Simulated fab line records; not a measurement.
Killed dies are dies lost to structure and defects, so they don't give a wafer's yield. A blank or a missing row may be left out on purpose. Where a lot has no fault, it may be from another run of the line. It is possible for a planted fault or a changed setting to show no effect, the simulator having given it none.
fab line records    flow berkeleyCmos170
record: lots: 5  wafers: 23
route steps=331 shown NWELL@28 PWELL@39 ACTIVE@62 PFIELD@80 SCREENOX@101 NVT@105 PVT@122 GATE@130 NLDD@161 PSD@176
startH: start of the lot's first displayed wafer, in hours after the record's first day    waitH: hours from the lot's prior step to this one    " identical to the entry in the row above    L1.1+2: one row covering several wafers at once    - no value, or no start was given    * or withheld: withheld    < > ~ a bound
route shown NAME@n: a module of which the file shows steps, and the number in the route of the first    usual: mean and standard deviation over wafers with no fault    same: alike in all rows    chamber/n: place in a boat    sites: readings site by site    _std_site: the standard deviation of these    _edge_site: outer sites' mean less inner sites'    radiusMm: how far each site lies from the wafer's centre    mask NAME#n: copy n    behind: the last tool/chamber to shape the wafer    hold: cause of the lot's hold/its duration in hours/its outcome    device: the transistor (n, p or np) that didn't switch    end of line: at the end of the route, the tests of the same wafers    where a step has no rows: the recipe by itself    killed: count of dies lost to structure and defects at first sort (not the wafer's yield)    map: the dies of a wafer, with x for killed, . for not killed, _ for no die there
set.NAME: the run value of the setting; set.NAME@STEP: its run value at that earlier step    model.NAME: the simulator's own value behind a step, which no gauge read
lots with deliberately changed settings; one table per step, one row per wafer
== steps ==
step: UCB170_NWELL_IMPLANT_14
recipe: species: P  doseCm2: 1e+13  energyKev: 150  tiltDeg: 7
lot.wafer       tool          chamber  startH  waitH  set.doseCm2
L074.1+5        implanter-03  0        33.67   0.1    9.785e+12
L074.2+3+4      "             0        "       "      1e+13
L076.1+3+4+5+6  implanter-03  0        43.87   0.1    1e+13
L077.1+3+5      implanter-03  0        52.72   0.1    1e+13
L077.2+4        "             0        "       "      1.042e+13
L079.2+4+5      implanter-01  0        60.09   0.1    1e+13
L080.1+2        implanter-04  0        60.33   0.1    1.074e+13
L080.3+5+6      "             0        "       "      1e+13
step: UCB170_NWELL_STRIP_15
recipe: chemistry: O2  powerW: 400  pressureMtorr: 3500  platenTempC: withheld  o2FlowSccm: 400  overashFraction: 0.5
step: UCB170_NWELL_TW_MEAS_16
usual: NWELL_TW: 1251/12
lot.wafer  tool          chamber  startH  waitH  set.doseCm2@NWELL_IMPLANT_14  NWELL_TW
L074.1     filmMetro-01  -        33.92   0.1    9.785e+12                     1264
L074.2     "             -        "       "      1e+13                         1271
L074.3     "             -        "       "      1e+13                         1265
L074.4     "             -        "       "      1e+13                         1260
L074.5     "             -        "       "      9.785e+12                     1257
L076.1     filmMetro-01  -        44.12   0.1    1e+13                         1262
L076.3     "             -        "       "      1e+13                         1262
L076.4     "             -        "       "      1e+13                         1268
L076.5     "             -        "       "      1e+13                         1262
L076.6     "             -        "       "      1e+13                         1267
L077.1     filmMetro-03  -        52.97   0.1    1e+13                         1230
L077.2     "             -        "       "      1.042e+13                     1250
L077.3     "             -        "       "      1e+13                         1236
L077.4     "             -        "       "      1.042e+13                     1254
L077.5     "             -        "       "      1e+13                         1230
L079.2     filmMetro-02  -        60.32   0.1    1e+13                         1246
L079.4     "             -        "       "      1e+13                         1258
L079.5     "             -        "       "      1e+13                         1250
L080.1     filmMetro-01  -        60.58   0.1    1.074e+13                     1294
L080.2     "             -        "       "      1.074e+13                     1287
L080.3     "             -        "       "      1e+13                         1262
L080.5     "             -        "       "      1e+13                         1257
L080.6     "             -        "       "      1e+13                         1262
step: UCB170_PWELL_CVD_05
recipe: material: Si3N4  targetThkNm: 220  tempC: 800  precursor: SiH2Cl2/NH3  timeS: 3300  pressureMtorr: 200  sih2cl2FlowSccm: 25  nh3FlowSccm: 75
lot.wafer  tool      chamber  startH  waitH  set.pressureMtorr  model.Si3N4_of_PWELL_CVD_05.thkNm
L074.1     -         -        -       0.0    200                221.4
L074.2     "         -        "       "      200                220.5
L074.3     "         -        "       "      200                219.4
L074.4     "         -        "       "      200                221.6
L074.5     "         -        "       "      200                220.6
L076.1     -         -        -       0.0    200                225.6
L076.3     "         -        "       "      200                224.5
L076.4     "         -        "       "      200                224.8
L076.5     "         -        "       "      200                225.2
L076.6     "         -        "       "      200                224.2
L077.1     -         -        -       0.0    211                225.3
L077.2     "         -        "       "      211                223
L077.3     "         -        "       "      211                223.3
L077.4     "         -        "       "      211                225.8
L077.5     "         -        "       "      211                223.9
L079.2     lpcvd-02  0        73.46   0.0    200                220.7
L079.4     "         0        "       "      200                219.2
L079.5     "         0        "       "      200                218.8
L080.1     -         -        -       0.2    179.1              211.2
L080.2     "         -        "       "      179.1              212.2
L080.3     "         -        "       "      179.1              211.3
L080.5     "         -        "       "      179.1              213
L080.6     "         -        "       "      179.1              211.9
step: UCB170_ACTIVE_OXIDATION_02
recipe: tempC: 1000  ambient: O2  targetThkA: 264  oxTimeS: 1260
lot.wafer  tool        chamber  startH  waitH  set.oxTimeS  model.SiO2_of_ACTIVE_OXIDATION_02.thkNm
L074.1     -           -        -       1.3    1260         27.02
L074.2     "           -        "       "      1260         26.81
L074.3     "           -        "       "      1260         26.92
L074.4     "           -        "       "      1260         27.05
L074.5     "           -        "       "      1260         26.66
L076.1     -           -        -       2.6    1150         25.33
L076.3     "           -        "       "      1150         25.42
L076.4     "           -        "       "      1150         25.71
L076.5     "           -        "       "      1150         25.22
L076.6     "           -        "       "      1150         25.64
L077.1     -           -        -       3.8    1417         29.04
L077.2     "           -        "       "      1417         28.37
L077.3     "           -        "       "      1417         28.83
L077.4     "           -        "       "      1417         28.77
L077.5     "           -        "       "      1417         28.82
L079.2     furnace-03  0        97.44   3.2    1260         27.17
L079.4     "           0        "       "      1260         26.8
L079.5     "           0        "       "      1260         26.79
L080.1     -           -        -       2.9    1206         25.76
L080.2     "           -        "       "      1206         25.52
L080.3     "           -        "       "      1206         25.87
L080.5     "           -        "       "      1206         25.6
L080.6     "           -        "       "      1206         25.17
step: UCB170_ACTIVE_THK_MEAS_03
recipe: reads: SiO2_of_ACTIVE_OXIDATION_02
usual: ACTIVE_OXIDE_THK: 26.8/0.5
lot.wafer  tool          chamber  startH  waitH  set.oxTimeS@ACTIVE_OXIDATION_02  ACTIVE_OXIDE_THK[nm]
L074.1     filmMetro-04  -        -       -      1260                             27.1
L074.2     "             -        "       "      1260                             26.8
L074.3     "             -        "       "      1260                             26.9
L074.4     "             -        "       "      1260                             27.0
L074.5     "             -        "       "      1260                             26.7
L076.1     filmMetro-04  -        -       -      1150                             25.3
L076.3     "             -        "       "      1150                             25.4
L076.4     "             -        "       "      1150                             25.7
L076.5     "             -        "       "      1150                             25.2
L076.6     "             -        "       "      1150                             25.7
L077.1     filmMetro-04  -        -       -      1417                             29.0
L077.2     "             -        "       "      1417                             28.4
L077.3     "             -        "       "      1417                             28.9
L077.4     "             -        "       "      1417                             28.8
L077.5     "             -        "       "      1417                             28.9
L079.2     filmMetro-02  -        98.80   0.0    1260                             27.2
L079.4     "             -        "       "      1260                             26.8
L079.5     "             -        "       "      1260                             26.8
L080.1     filmMetro-02  -        -       -      1206                             25.8
L080.2     "             -        "       "      1206                             25.6
L080.3     "             -        "       "      1206                             25.9
L080.5     "             -        "       "      1206                             25.7
L080.6     "             -        "       "      1206                             25.1
step: UCB170_PFIELD_COAT_01
recipe: resist: KrF  spinRpm: 1500  resistThkNm: 900
lot.wafer  tool           chamber  startH  waitH  set.spinRpm  model.KrF_of_PFIELD_COAT_01.thkNm
L074.1     lithoTrack-04  0        79.11   0.1    1500         901
L074.2     "              0        "       "      1500         902.2
L074.3     "              0        "       "      1572         879.2
L074.4     "              0        "       "      1572         879.1
L074.5     "              0        "       "      1500         901.6
L076.1     lithoTrack-04  0        87.64   0.1    1389         938.8
L076.3     "              0        "       "      1389         939.1
L076.4+5   "              0        "       "      1500         905.2
L076.6     "              0        "       "      1500         902.2
L077.1     lithoTrack-03  0        103.02  0.1    1500         897.5
L077.2     "              0        "       "      1500         898.9
L077.3     "              0        "       "      1500         895.7
L077.4     "              0        "       "      1500         897.1
L077.5     "              0        "       "      1500         902.3
L079.2     lithoTrack-03  0        107.98  0.1    1500         899.3
L079.4     "              0        "       "      1500         900.7
L079.5     "              0        "       "      1500         902.6
L080.1     lithoTrack-03  0        110.30  0.1    1605         875.3
L080.2     "              0        "       "      1500         902.4
L080.3     "              0        "       "      1605         875.2
L080.5     "              0        "       "      1500         901.6
L080.6     "              0        "       "      1605         872.8
step: UCB170_PFIELD_DEVELOP_05
recipe: developer: TMAH  developTimeS: 45  resist: KrF  devTempC: 21
lot.wafer       tool           chamber  startH  waitH  set.devTempC
L074.1+2+3+4+5  lithoTrack-03  0        -       -      21
L076.1+3+4+5+6  lithoTrack-04  0        -       -      21
L077.1+4        lithoTrack-03  0        -       -      21
L077.2+3+5      "              0        "       "      24.24
L079.2+4+5      lithoTrack-04  0        -       -      21
L080.1+5+6      lithoTrack-02  0        -       -      22.59
L080.2+3        "              0        "       "      21
step: UCB170_PFIELD_IMPLANT_07
recipe: species: B  doseCm2: 2e+13  energyKev: 80  tiltDeg: 7
step: UCB170_PFIELD_STRIP_08
recipe: chemistry: O2  powerW: 400  pressureMtorr: 3500  platenTempC: withheld  o2FlowSccm: 400  overashFraction: 0.5
usual: stripTimeToEndpointS: 21.67/0.054
lot.wafer  tool            chamber  startH  waitH  set.spinRpm@PFIELD_COAT_01  stripTimeToEndpointS
L074.1     plasmaAsher-02  1        80.72   0.1    1500                        21.66
L074.2     "               0        "       "      1500                        21.69
L074.3     "               0        "       "      1572                        21.13
L074.4     "               1        "       "      1572                        21.11
L074.5     "               1        "       "      1500                        21.67
L076.1     plasmaAsher-04  1        88.68   0.1    1389                        22.55
L076.3     "               1        "       "      1389                        22.58
L076.4     "               0        "       "      1500                        21.75
L076.5     "               1        "       "      1500                        21.74
L076.6     "               0        "       "      1500                        21.68
L077.1     plasmaAsher-02  1        104.06  0.1    1500                        21.57
L077.2     "               0        "       "      1500                        21.59
L077.3     "               1        "       "      1500                        21.52
L077.4     "               0        "       "      1500                        21.57
L077.5     "               0        "       "      1500                        21.68
L079.2     plasmaAsher-02  1        109.23  0.1    1500                        21.61
L079.4     "               1        "       "      1500                        21.64
L079.5     "               1        "       "      1500                        21.67
L080.1     plasmaAsher-02  0        111.51  0.1    1605                        21.04
L080.2     "               1        "       "      1500                        21.69
L080.3     "               0        "       "      1605                        21.03
L080.5     "               1        "       "      1500                        21.67
L080.6     "               0        "       "      1605                        20.97
step: UCB170_SCREENOX_OXIDATION_01
recipe: tempC: 900  ambient: O2  targetThkA: 144  oxTimeS: 2400
lot.wafer  tool        chamber  startH  waitH  set.tempC  model.SiO2_of_SCREENOX_OXIDATION_01.thkNm
L074.1     -           -        -       2.0    916.2      17.02
L074.2     "           -        "       "      916.2      17.41
L074.3     "           -        "       "      916.2      17.34
L074.4     "           -        "       "      916.2      17.12
L074.5     "           -        "       "      916.2      17.42
L076.1     -           -        -       2.7    879.7      11.47
L076.3     "           -        "       "      879.7      11.7
L076.4     "           -        "       "      879.7      11.64
L076.5     "           -        "       "      879.7      11.9
L076.6     "           -        "       "      879.7      11.69
L077.1+2   -           -        -       1.9    891        13.24
L077.3     "           -        "       "      891        13.31
L077.4     "           -        "       "      891        13.15
L077.5     "           -        "       "      891        13.44
L079.2     furnace-01  0        131.71  4.1    900        14.47
L079.4     "           0        "       "      900        14.43
L079.5     "           0        "       "      900        14.55
L080.1     -           -        -       4.1    917.6      17.28
L080.2     "           -        "       "      917.6      17.3
L080.3     "           -        "       "      917.6      17.09
L080.5+6   "           -        "       "      917.6      17.15
step: UCB170_SCREENOX_THK_MEAS_02
recipe: reads: SiO2_of_SCREENOX_OXIDATION_01
usual: SCREENOX_OXIDE_THK: 14.45/0.18
lot.wafer  tool          chamber  startH  waitH  set.tempC@SCREENOX_OXIDATION_01  SCREENOX_OXIDE_THK[nm]
L074.1     filmMetro-02  -        -       -      916.2                            17.04
L074.2     "             -        "       "      916.2                            17.40
L074.3     "             -        "       "      916.2                            17.29
L074.4     "             -        "       "      916.2                            17.12
L074.5     "             -        "       "      916.2                            17.41
L076.1     filmMetro-03  -        -       -      879.7                            11.51
L076.3     "             -        "       "      879.7                            11.69
L076.4     "             -        "       "      879.7                            11.64
L076.5     "             -        "       "      879.7                            11.93
L076.6     "             -        "       "      879.7                            11.71
L077.1     filmMetro-04  -        -       -      891                              13.26
L077.2     "             -        "       "      891                              13.23
L077.3     "             -        "       "      891                              13.28
L077.4     "             -        "       "      891                              13.19
L077.5     "             -        "       "      891                              13.48
L080.1     filmMetro-02  -        -       -      917.6                            17.35
L080.2     "             -        "       "      917.6                            17.31
L080.3     "             -        "       "      917.6                            17.10
L080.5     "             -        "       "      917.6                            17.17
L080.6     "             -        "       "      917.6                            17.14
L079.2     filmMetro-04  -        133.38  0.0    900                              14.47
L079.4     "             -        "       "      900                              14.45
L079.5     "             -        "       "      900                              14.57
step: UCB170_NVT_COAT_01
recipe: resist: KrF  spinRpm: 1500  resistThkNm: 900
lot.wafer  tool           chamber  startH  waitH  set.spinRpm  model.KrF_of_NVT_COAT_01.thkNm
L074.1     lithoTrack-01  0        104.04  0.1    1414         925.3
L074.2     "              0        "       "      1414         926.8
L074.3     "              0        "       "      1500         895.1
L074.4     "              0        "       "      1500         899.8
L074.5     "              0        "       "      1500         895.8
L076.1     lithoTrack-02  0        115.68  0.1    1500         899.1
L076.3     "              0        "       "      1500         901
L076.4     "              0        "       "      1500         903.2
L076.5     "              0        "       "      1500         901.9
L076.6     "              0        "       "      1500         898.9
L077.1     lithoTrack-02  0        128.31  0.1    1500         901.6
L077.2     "              0        "       "      1611         869.8
L077.3     "              0        "       "      1611         870.1
L077.4     "              0        "       "      1611         870.2
L077.5     "              0        "       "      1500         901.8
L079.2     lithoTrack-02  0        137.42  0.1    1500         898
L079.4     "              0        "       "      1500         899.7
L079.5     "              0        "       "      1500         897.8
L080.1     lithoTrack-01  0        137.51  0.1    1500         898.5
L080.2     "              0        "       "      1500         900.2
L080.3     "              0        "       "      1500         899
L080.5     "              0        "       "      1500         898.2
L080.6     "              0        "       "      1500         899.4
step: UCB170_NVT_SOFTBAKE_02
recipe: resist: KrF  tempC: 130  timeS: 60
step: UCB170_NVT_EXPOSE_03
recipe: maskId: PWELL  targetCdNm: 3000  na: 0.5  sigmaOuter: 0.6  sourceShape: conventional  doseMj: 30
step: UCB170_NVT_IMPLANT_07
recipe: species: BF2  doseCm2: 3e+12  energyKev: 50  tiltDeg: 7
step: UCB170_NVT_STRIP_08
recipe: chemistry: O2  powerW: 400  pressureMtorr: 3500  platenTempC: withheld  o2FlowSccm: 400  overashFraction: 0.5
usual: stripTimeToEndpointS: 21.63/0.069
lot.wafer  tool            chamber  startH  waitH  set.spinRpm@NVT_COAT_01  stripTimeToEndpointS
L074.1     plasmaAsher-02  1        105.04  0.1    1414                     22.23
L074.2     "               0        "       "      1414                     22.29
L074.3     "               0        "       "      1500                     21.52
L074.4     "               1        "       "      1500                     21.61
L074.5     "               1        "       "      1500                     21.51
L076.1     plasmaAsher-02  0        116.93  0.2    1500                     21.60
L076.3     "               1        "       "      1500                     21.66
L076.4     "               0        "       "      1500                     21.70
L076.5     "               0        "       "      1500                     21.67
L076.6     "               1        "       "      1500                     21.61
L077.1     plasmaAsher-02  0        129.31  0.1    1500                     21.65
L077.2     "               1        "       "      1611                     20.90
L077.3     "               0        "       "      1611                     20.92
L077.4     "               1        "       "      1611                     20.92
L077.5     "               1        "       "      1500                     21.67
L079.2     plasmaAsher-02  1        138.40  0.1    1500                     21.57
L079.4     "               0        "       "      1500                     21.64
L079.5     "               0        "       "      1500                     21.57
L080.1     plasmaAsher-02  0        138.64  0.1    1500                     21.59
L080.2     "               1        "       "      1500                     21.62
L080.3     "               0        "       "      1500                     21.61
L080.5     "               1        "       "      1500                     21.60
L080.6     "               0        "       "      1500                     21.61
step: UCB170_PVT_IMPLANT_07
recipe: species: P  doseCm2: 2e+12  energyKev: 30  tiltDeg: 7
lot.wafer   tool          chamber  startH  waitH  set.energyKev  model.implant.rpNm  model.implant.drpNm
L074.1+4    implanter-01  0        106.85  0.0    30             37.88               16.56
L074.2+3+5  "             0        "       "      28.7           36.76               16.13
L076.1+3+6  implanter-03  0        119.56  0.0    28.83          34.74               16.17
L076.4+5    "             0        "       "      30             35.69               16.56
L077.1+2+3  implanter-03  0        131.47  0.0    31             39.05               17.02
L077.4+5    "             0        "       "      30             37.85               16.56
L080.1+6    implanter-01  0        143.97  0.0    28.48          36.9                16.05
L080.2+3+5  "             0        "       "      30             38.22               16.56
L079.2+4+5  implanter-04  0        144.27  0.0    30             37.62               16.56
step: UCB170_GATE_CVD_04
recipe: material: poly-Si  tempC: 610  precursor: SiH4  timeS: 1440  pressureMtorr: 375  targetThkNm: 214  sih4FlowSccm: 120
lot.wafer  tool      chamber  startH  waitH  set.pressureMtorr  model.poly-Si_of_GATE_CVD_04.thkNm
L074.1     -         -        -       0.0    403.2              220.5
L074.2     "         -        "       "      403.2              218.3
L074.3     "         -        "       "      403.2              217.2
L074.4     "         -        "       "      403.2              216.8
L074.5     "         -        "       "      403.2              217.5
L076.1     -         -        -       0.0    343.3              208.8
L076.3     "         -        "       "      343.3              208.7
L076.4     "         -        "       "      343.3              210.2
L076.5     "         -        "       "      343.3              210.4
L076.6     "         -        "       "      343.3              209.1
L077.1     -         -        -       0.0    341.5              205.5
L077.2     "         -        "       "      341.5              206.8
L077.3     "         -        "       "      341.5              210.1
L077.4     "         -        "       "      341.5              207
L077.5     "         -        "       "      341.5              208.6
L079.2+5   lpcvd-01  1        152.16  0.0    375                217.2
L079.4     "         1        "       "      375                217.6
L080.1     -         -        -       0.0    345.2              204.4
L080.2     "         -        "       "      345.2              205.4
L080.3     "         -        "       "      345.2              205.1
L080.5     "         -        "       "      345.2              206.1
L080.6     "         -        "       "      345.2              206.2
step: UCB170_NLDD_EXPOSE_03
recipe: maskId: NSELECT  na: 0.5  sigmaOuter: 0.6  sourceShape: conventional  targetCdNm: 1200  doseMj: 30
lot.wafer   tool           chamber  startH  waitH  mask       set.doseMj
L074.1+3+5  krfScanner-02  0        123.36  0.2    NSELECT#0  30
L074.2+4    "              0        "       "      NSELECT#0  28.28
L076.1+5+6  krfScanner-02  0        135.57  0.1    NSELECT#0  30
L076.3+4    "              0        "       "      NSELECT#0  31.53
L077.1+3+5  krfScanner-02  0        148.31  0.2    NSELECT#0  31.42
L077.2+4    "              0        "       "      NSELECT#0  30
L079.2+4+5  krfScanner-02  0        158.47  0.1    NSELECT#0  30
L080.1+3+5  krfScanner-01  0        158.79  0.2    NSELECT#0  30
L080.2+6    "              0        "       "      NSELECT#0  31.92
step: UCB170_NLDD_PEB_04
recipe: pebTempC: 130  pebTimeS: withheld  resist: KrF
step: UCB170_NLDD_DEVELOP_05
recipe: developer: TMAH  developTimeS: 45  resist: KrF  devTempC: 21
step: UCB170_NLDD_CD_MEAS_06
recipe: targetCdNm: 1200
usual: cdNm: 1199.5/0.99
lot.wafer  tool      chamber  startH  waitH  set.doseMj@NLDD_EXPOSE_03  cdNm
L074.1     cdSem-02  -        123.75  -      30                         1199.6
L074.2     "         -        "       "      28.28                      1189.5
L074.3     "         -        "       "      30                         1199.1
L074.4     "         -        "       "      28.28                      1187.9
L074.5     "         -        "       "      30                         1200.7
L076.1     cdSem-01  -        135.98  -      30                         1198.6
L076.3     "         -        "       "      31.53                      1208.4
L076.4     "         -        "       "      31.53                      1207.2
L076.5     "         -        "       "      30                         1197.8
L076.6     "         -        "       "      30                         1199.5
L077.1     cdSem-01  -        148.74  -      31.42                      1208.1
L077.2     "         -        "       "      30                         1200.0
L077.3     "         -        "       "      31.42                      1208.3
L077.4     "         -        "       "      30                         1198.7
L077.5     "         -        "       "      31.42                      1209.9
L079.2     cdSem-02  -        159.29  -      30                         1199.0
L079.4     "         -        "       "      30                         1200.6
L079.5     "         -        "       "      30                         1198.9
L080.1     cdSem-02  -        159.49  -      30                         1199.8
L080.2     "         -        "       "      31.92                      1210.8
L080.3     "         -        "       "      30                         1200.2
L080.5     "         -        "       "      30                         1199.8
L080.6     "         -        "       "      31.92                      1211.4
step: UCB170_NLDD_IMPLANT_09
recipe: species: As  doseCm2: 5e+13  energyKev: 30  tiltDeg: 7  rotationDeg: 180
lot.wafer       tool          chamber  startH  waitH  set.doseCm2
L074.1+2+4      implanter-02  0        124.05  0.1    5e+13
L074.3+5        "             0        "       "      4.775e+13
L076.1+4        implanter-02  0        136.29  0.1    5.25e+13
L076.3+5+6      "             0        "       "      5e+13
L077.1+2+3+4+5  implanter-01  0        149.05  0.1    5e+13
L079.2+4+5      implanter-02  0        159.60  0.1    5e+13
L080.1+2+3+5+6  implanter-01  0        159.80  0.1    5e+13
step: UCB170_PSD_COAT_01
recipe: resist: KrF  spinRpm: 1500  resistThkNm: 900
lot.wafer  tool           chamber  startH  waitH  set.resistThkNm  model.KrF_of_PSD_COAT_01.thkNm
L074.1     lithoTrack-04  0        129.51  0.1    920              921.4
L074.2     "              0        "       "      920              923.6
L074.3     "              0        "       "      900              902.4
L074.4     "              0        "       "      900              901.8
L074.5     "              0        "       "      920              922.4
L076.1     lithoTrack-03  0        142.36  0.1    900              901.3
L076.3     "              0        "       "      849.9            847.4
L076.4     "              0        "       "      900              899.6
L076.5     "              0        "       "      900              900
L076.6     "              0        "       "      849.9            849
L077.1     lithoTrack-03  0        152.23  0.1    900              903.7
L077.2     "              0        "       "      924.3            926
L077.3     "              0        "       "      900              902.6
L077.4     "              0        "       "      900              899.7
L077.5     "              0        "       "      924.3            928.2
L079.2     lithoTrack-03  0        163.34  0.1    900              893.7
L079.4     "              0        "       "      900              894.7
L079.5     "              0        "       "      900              898.4
L080.1     lithoTrack-01  0        163.35  0.1    936.9            935.9
L080.2     "              0        "       "      936.9            930.9
L080.3     "              0        "       "      900              896.3
L080.5     "              0        "       "      900              898.4
L080.6     "              0        "       "      936.9            935.1
step: UCB170_PSD_SOFTBAKE_02
recipe: resist: KrF  tempC: 130  timeS: 60
step: UCB170_PSD_EXPOSE_03
recipe: maskId: PSELECT_MOD  na: 0.5  sigmaOuter: 0.6  sourceShape: conventional  targetCdNm: 1200  doseMj: 30
step: UCB170_PSD_IMPLANT_08
recipe: species: B  doseCm2: 3e+15  energyKev: 20  tiltDeg: 7
step: UCB170_PSD_STRIP_09
recipe: chemistry: O2  powerW: 400  pressureMtorr: 3500  platenTempC: withheld  o2FlowSccm: 400  overashFraction: 0.5
usual: stripTimeToEndpointS: 29.40/0.09
lot.wafer  tool            chamber  startH  waitH  set.resistThkNm@PSD_COAT_01  stripTimeToEndpointS
L074.1     plasmaAsher-02  0        131.12  0.1    920                          29.82
L074.2     "               1        "       "      920                          29.90
L074.3     "               1        "       "      900                          29.37
L074.4     "               0        "       "      900                          29.38
L074.5     "               0        "       "      920                          29.91
L076.1     plasmaAsher-02  1        143.41  0.1    900                          29.37
L076.3     "               1        "       "      849.9                        28.12
L076.4     "               0        "       "      900                          29.39
L076.5     "               0        "       "      900                          29.37
L076.6     "               1        "       "      849.9                        28.14
L077.1     plasmaAsher-02  0        153.56  0.1    900                          29.57
L077.2     "               1        "       "      924.3                        30.08
L077.3     "               0        "       "      900                          29.56
L077.4     "               1        "       "      900                          29.46
L077.5     "               1        "       "      924.3                        30.17
L079.2     plasmaAsher-03  1        164.65  0.1    900                          29.22
L079.4     "               1        "       "      900                          29.24
L079.5     "               0        "       "      900                          29.36
L080.1     plasmaAsher-02  0        164.93  0.1    936.9                        30.22
L080.2     "               1        "       "      936.9                        30.16
L080.3     "               1        "       "      900                          29.31
L080.5     "               1        "       "      900                          29.37
L080.6     "               0        "       "      936.9                        30.25
== key ==
split: step: UCB170_NWELL_IMPLANT_14  setting: doseCm2  stated: 1e+13  by: wafer
response: step: UCB170_NWELL_TW_MEAS_16  reading: NWELL_TW  change: +4.14  per: 1%  r: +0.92
split: step: UCB170_PWELL_CVD_05  setting: pressureMtorr  stated: 200  by: lot
response: step: UCB170_PWELL_CVD_05  reading: model.Si3N4_of_PWELL_CVD_05.thkNm  change: +0.816  per: 1%  r: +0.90
split: step: UCB170_ACTIVE_OXIDATION_02  setting: oxTimeS  stated: 1260  by: lot
response: step: UCB170_ACTIVE_OXIDATION_02  reading: model.SiO2_of_ACTIVE_OXIDATION_02.thkNm  change: +0.165  per: 1%  r: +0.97
response: step: UCB170_ACTIVE_THK_MEAS_03  reading: ACTIVE_OXIDE_THK  change: +0.166  per: 1%  r: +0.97
split: step: UCB170_PFIELD_COAT_01  setting: spinRpm  stated: 1500  by: wafer
response: step: UCB170_PFIELD_COAT_01  reading: model.KrF_of_PFIELD_COAT_01.thkNm  change: -4.4  per: 1%  r: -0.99
response: step: UCB170_PFIELD_STRIP_08  reading: stripTimeToEndpointS  change: *  per: 1%  r: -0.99
split: step: UCB170_PFIELD_DEVELOP_05  setting: devTempC  stated: 21  by: wafer
response none clear
split: step: UCB170_SCREENOX_OXIDATION_01  setting: tempC  stated: 900  by: lot
response: step: UCB170_SCREENOX_OXIDATION_01  reading: model.SiO2_of_SCREENOX_OXIDATION_01.thkNm  change: +1.35  per: 1%  r: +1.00
response: step: UCB170_SCREENOX_THK_MEAS_02  reading: SCREENOX_OXIDE_THK  change: +1.35  per: 1%  r: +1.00
split: step: UCB170_NVT_COAT_01  setting: spinRpm  stated: 1500  by: wafer
response: step: UCB170_NVT_COAT_01  reading: model.KrF_of_NVT_COAT_01.thkNm  change: -4.58  per: 1%  r: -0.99
response: step: UCB170_NVT_STRIP_08  reading: stripTimeToEndpointS  change: *  per: 1%  r: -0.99
split: step: UCB170_PVT_IMPLANT_07  setting: energyKev  stated: 30  by: wafer
response: step: UCB170_PVT_IMPLANT_07  reading: model.implant.rpNm  change: +0.271  per: 1%  r: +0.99
response: step: UCB170_PVT_IMPLANT_07  reading: model.implant.drpNm  change: +0.107  per: 1%  r: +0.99
split: step: UCB170_GATE_CVD_04  setting: pressureMtorr  stated: 375  by: lot
response: step: UCB170_GATE_CVD_04  reading: model.poly-Si_of_GATE_CVD_04.thkNm  change: +0.703  per: 1%  r: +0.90
split: step: UCB170_NLDD_EXPOSE_03  setting: doseMj  stated: 30  by: wafer
response: step: UCB170_NLDD_CD_MEAS_06  reading: cdNm  change: +1.85  per: 1%  r: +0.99
split: step: UCB170_NLDD_IMPLANT_09  setting: doseCm2  stated: 5e+13  by: wafer
response none in this file
split: step: UCB170_PSD_COAT_01  setting: resistThkNm  stated: 900  by: wafer
response: step: UCB170_PSD_COAT_01  reading: model.KrF_of_PSD_COAT_01.thkNm  change: +9.22  per: 1%  r: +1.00
response: step: UCB170_PSD_STRIP_09  reading: stripTimeToEndpointS  change: *  per: 1%  r: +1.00
